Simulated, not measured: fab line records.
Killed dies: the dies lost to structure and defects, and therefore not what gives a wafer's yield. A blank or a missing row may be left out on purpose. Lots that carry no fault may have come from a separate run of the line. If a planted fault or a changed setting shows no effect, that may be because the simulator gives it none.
Matching of chambers || flow rit-cmos || rie-si-02 running RIT_GATE_ETCH_19: 4 sister chambers
The step etches poly-Si in SF6/CHF3/O2, stops on SiO2, time 165 s, target depth 312.5 nm. 4 wafers are shown with their chamber, then 7 later ones without.

## WAFERS WITH THEIR CHAMBER
{"wafer": "L940.5", "chamber": 3, "drypump-motor-current-A (A)": 4.8}
{"wafer": "L940.6", "chamber": 0, "drypump-motor-current-A (A)": 5.7}
{"wafer": "L942.3", "chamber": 1, "drypump-motor-current-A (A)": 5.1}
{"wafer": "L942.4", "chamber": 2, "drypump-motor-current-A (A)": 5.8}

## WAFERS WITHOUT THEIR CHAMBER
{"wafer": "L942.6", "drypump-motor-current-A (A)": 5.7}
{"wafer": "L944.1", "drypump-motor-current-A (A)": 5.8}
{"wafer": "L944.4", "drypump-motor-current-A (A)": 5.7}
{"wafer": "L944.6", "drypump-motor-current-A (A)": 4.7}
{"wafer": "L946.2", "drypump-motor-current-A (A)": 4.8}
{"wafer": "L946.3", "drypump-motor-current-A (A)": 5.1}
{"wafer": "L946.6", "drypump-motor-current-A (A)": 5.1}

## THE CHAMBER EACH PASSED THROUGH
{"wafer": "L942.6", "from the rows above": 0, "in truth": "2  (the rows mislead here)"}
{"wafer": "L944.1", "from the rows above": 2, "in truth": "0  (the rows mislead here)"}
{"wafer": "L944.4", "from the rows above": 0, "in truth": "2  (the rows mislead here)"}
{"wafer": "L944.6", "from the rows above": 3, "in truth": 3}
{"wafer": "L946.2", "from the rows above": 3, "in truth": 3}
{"wafer": "L946.3", "from the rows above": 1, "in truth": 1}
{"wafer": "L946.6", "from the rows above": 1, "in truth": 1}
Placed correctly: 4 of 7. Not placeable from these rows: 0. Wrongly placed: 3.
How it was worked out, from the rows above alone: a wafer's distance from a chamber is the root of the sum, over the readings, of the square of ((its reading less the chamber's mean) divided by the reading's scatter). The wafer belongs to the nearest chamber; if the next one is less than 2 further off, it can't be placed. For every chamber, the mean is computed from those of its wafers that are shown. The scatter (one wafer shown for each chamber): square how far every hidden wafer sits from the nearest shown wafer, average those squares and take the square root.
